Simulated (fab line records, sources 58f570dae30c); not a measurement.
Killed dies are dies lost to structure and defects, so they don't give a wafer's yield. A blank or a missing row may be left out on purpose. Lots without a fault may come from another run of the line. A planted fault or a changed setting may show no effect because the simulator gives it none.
Which tool did it? | flow berkeley_cmos170 | 13 lots, 39 wafers sampled, at 6 steps of a route of 331

WHAT THE GAUGES READ, wafer by wafer
UCB170_PWELL_OVL_MEAS_13.
lot  | measured    | on         | PWELL_OVL (nm)
L699 | day 3 07:06 | overlay-02 | 12 15 14
L698 | day 3 13:04 | overlay-02 | 7 6 7
L702 | day 4 00:59 | overlay-02 | 10 3 6
L701 | day 4 00:26 | overlay-01 | - - -
L711 | day 6 01:03 | overlay-01 | 1 3 -1
L713 | day 6 09:54 | overlay-02 | 1 5 2
L712 | day 6 10:09 | overlay-01 | 12 10 12
L714 | day 6 19:35 | overlay-01 | 8 13 10
L716 | day 7 04:43 | overlay-01 | -2 2 1
L715 | day 7 04:49 | overlay-01 | 3 -6 4
L717 | day 7 11:07 | overlay-01 | 2 7 0
L718 | day 7 11:00 | overlay-02 | 7 5 5
L721 | day 8 04:47 | overlay-01 | 6 17 5

UCB170_PWELL_TW_MEAS_17.
lot  | measured    | on            | PWELL_TW
L699 | day 3 07:29 | film_metro-03 | 378.3 377.5 377.6
L698 | day 3 13:27 | film_metro-04 | 377.6 378.0 376.8
L702 | day 4 01:23 | film_metro-04 | 384.6 380.3 379.6
L701 | day 4 00:50 | film_metro-01 | 29.9 30.0 30.0 30.0 29.9 30.1
L711 | day 6 01:26 | film_metro-04 | 377.9 376.9 379.1
L713 | day 6 10:17 | film_metro-04 | 379.7 379.5 379.9
L712 | day 6 10:33 | film_metro-03 | 376.7 379.1 377.9
L714 | day 6 19:59 | film_metro-04 | 378.3 379.3 378.1
L716 | day 7 05:07 | film_metro-01 | 377.0 379.2 378.9
L715 | day 7 05:12 | film_metro-04 | 382.3 381.2 380.9
L717 | day 7 11:31 | film_metro-01 | 378.2 378.4 378.4
L718 | day 7 11:23 | film_metro-03 | 378.5 379.9 378.7
L721 | day 8 05:10 | film_metro-04 | 379.3 379.0 379.8

UCB170_GATE_THK_MEAS_02.
lot  | measured     | on            | GATE_OXIDE_THK (nm)
L699 | day 6 11:10  | film_metro-03 | 6.45 6.47 6.41
L698 | day 7 04:49  | film_metro-02 | 6.54 6.49 6.36
L702 | day 7 04:44  | film_metro-03 | 6.57 6.74 6.67
L711 | day 9 14:53  | film_metro-03 | 6.51 6.49 6.53
L713 | day 9 14:53  | film_metro-04 | 6.85 6.68 6.82
L712 | day 9 14:54  | film_metro-02 | 6.82 6.77 6.74
L714 | day 10 06:31 | film_metro-04 | 6.66 6.81 6.51
L716 | day 10 16:23 | film_metro-04 | 6.48 6.46 6.45
L715 | day 10 16:22 | film_metro-03 | 6.61 6.65 6.78
L717 | day 10 23:46 | film_metro-03 | 6.66 6.68 6.62
L718 | day 10 23:46 | film_metro-04 | 6.66 6.57 6.52
L721 | day 11 13:06 | film_metro-02 | 6.49 6.61 6.42

UCB170_M3_BOW_MEAS_20.
lot  | measured     | on            | M3_BOW (um)
L699 | day 8 11:53  | film_metro-03 | 45 39 41
L698 | day 9 07:37  | film_metro-01 | 40 37 36
L702 | day 9 06:37  | film_metro-02 | 33 40 36
L711 | day 11 13:45 | film_metro-02 | 34 34 36
L713 | day 11 16:14 | film_metro-03 | 44 35 39
L712 | day 11 16:02 | film_metro-02 | 36 28 40
L714 | day 12 05:39 | film_metro-02 | 30 42 36
L716 | day 12 18:58 | film_metro-01 | 45 33 40
L715 | day 12 16:38 | film_metro-02 | 34 35 36
L717 | day 12 21:54 | film_metro-01 | 38 23 28
L718 | day 13 00:10 | film_metro-03 | 50 33 35
L721 | day 13 11:38 | film_metro-02 | 38 39 39

WHICH TOOL RAN EACH LOT (tool, then ch and the chambers of the sampled wafers, then the start)
lot  | UCB170_NWELL_ETCH_13              | UCB170_PWELL_EXPOSE_10
L699 | rie_diel-01 ch 0,1, day 2 14:41   | krf_scanner-01 ch 0, day 3 06:43
L698 | rie_diel-02 ch 1,2,3, day 2 15:14 | krf_scanner-01 ch 0, day 3 12:23
L702 | rie_diel-04 ch 0,1,2, day 3 04:13 | krf_scanner-01 ch 0, day 3 23:59
L701 | rie_diel-01 ch 0,1,3, day 3 04:20 | krf_scanner-02 ch 0, day 3 23:10
L711 | rie_diel-04 ch 0,2,3, day 5 05:09 | krf_scanner-02 ch 0, day 6 00:40
L713 | rie_diel-01 ch 0,2, day 5 10:37   | krf_scanner-01 ch 0, day 6 09:31
L712 | rie_diel-02 ch 1,2,3, day 5 11:16 | krf_scanner-02 ch 0, day 6 09:47
L714 | rie_diel-04 ch 1,2,3, day 5 19:39 | krf_scanner-01 ch 0, day 6 19:14
L716 | rie_diel-02 ch 1,2, day 6 03:13   | krf_scanner-01 ch 0, day 7 04:10
L715 | rie_diel-04 ch 0,1,3, day 6 03:28 | krf_scanner-02 ch 0, day 7 04:22
L717 | rie_diel-02 ch 0,1,2, day 6 14:19 | krf_scanner-02 ch 0, day 7 10:44
L718 | rie_diel-01 ch 0,1, day 6 14:36   | krf_scanner-02 ch 0, day 7 10:37
L721 | rie_diel-01 ch 0,2,3, day 7 10:00 | krf_scanner-02 ch 0, day 8 03:45
- UCB170_NWELL_ETCH_13: etches Si3N4 in CH3F/Ar/O2, stops on SiO2, target depth 246.4 nm, time 154 s.
- UCB170_PWELL_EXPOSE_10: exposes mask PWELL, target cd 3000 nm.

WHAT THE TOOLS THEMSELVES READ (means of the sampled wafers that have a number; where no wafer has one, the mark that the record gives instead)
UCB170_NWELL_ETCH_13.
lot  | tool        | CH3F_flow_sccm (sccm) | O2_flow_sccm (sccm) | drypump_motor_current_A (A) | mfc_ar_sccm (sccm) | oes_product_au (a.u.) | rf_fwd_power_W (W) | throttle_valve_pct (%)
L699 | rie_diel-01 | 20.01                 | 7.014               | 5.3                         | 49.91              | 0.945                 | 447.4              | 8.04
L698 | rie_diel-02 | 20.05                 | 7.017               | 5.6                         | 49.93              | 0.947                 | 447.0              | 7.99
L702 | rie_diel-04 | 19.99                 | 7.014               | 6.1                         | 50.00              | 0.927                 | 449.9              | 8.01
L701 | rie_diel-01 | 20.00                 | 7.022               | 5.3                         | 50.02              | 0.957                 | 446.9              | 8.06
L711 | rie_diel-04 | 19.95                 | 7.013               | 6.0                         | 50.01              | 0.952                 | 449.8              | 7.95
L713 | rie_diel-01 | 20.03                 | 6.989               | 6.1                         | 50.18              | 0.959                 | 447.8              | 7.84
L712 | rie_diel-02 | 20.00                 | 6.976               | 5.6                         | 49.90              | 0.930                 | 447.4              | 8.00
L714 | rie_diel-04 | 20.06                 | 7.002               | 5.7                         | 50.00              | 0.951                 | 447.3              | 8.02
L716 | rie_diel-02 | 20.02                 | 6.991               | 5.8                         | 50.12              | 0.935                 | 448.3              | 8.00
L715 | rie_diel-04 | 19.96                 | 7.016               | 5.6                         | 49.90              | 0.931                 | 449.3              | 8.03
L717 | rie_diel-02 | 20.01                 | 7.019               | 5.8                         | 49.97              | 0.947                 | 449.2              | 7.99
L718 | rie_diel-01 | 19.94                 | 7.008               | 5.3                         | 49.84              | 0.931                 | 448.3              | 8.03
L721 | rie_diel-01 | 19.99                 | 7.009               | 5.6                         | 49.96              | 0.941                 | 447.2              | 7.97

THE ANSWER, worked out from the rows above alone
Rule: what is usual is taken from the lots themselves. Put in order of their means at a reading, lots are off if they are a third of the lots or fewer, leave a main group of 4 or more, and stand apart from it by a gap of 3 or more times the standard deviation of the main group's means; of several such gaps the widest counts. A main group whose means are all the same, to the digits that the tables above print for the reading, isn't used. A lot without any number at a reading at which 4 lots or more have one is off too. The other lots that the step has rows for count as sound. The gauges are gone through in route order, then the tools' own readings, and for those a lot's mean is taken as printed above. The first step at which some lot is off is used, and at that step the reading that is off furthest; a lot without a number counts as furthest.
Off: L701, at UCB170_PWELL_OVL_MEAS_13 (PWELL_OVL). Without a number there: L701. The main group: mean 6 nm, standard deviation 4.3.
A tool fits if, at a process step before that reading, it ran every lot that is off, and no sound lot after the first of them. The gauges at UCB170_PWELL_OVL_MEAS_13 aren't tried: what is off there is off at UCB170_PWELL_TW_MEAS_17 too, on other tools, and a gauge's error can't cause that. None of those tried fits.

WHAT THE SIMULATOR HAD PUT IN
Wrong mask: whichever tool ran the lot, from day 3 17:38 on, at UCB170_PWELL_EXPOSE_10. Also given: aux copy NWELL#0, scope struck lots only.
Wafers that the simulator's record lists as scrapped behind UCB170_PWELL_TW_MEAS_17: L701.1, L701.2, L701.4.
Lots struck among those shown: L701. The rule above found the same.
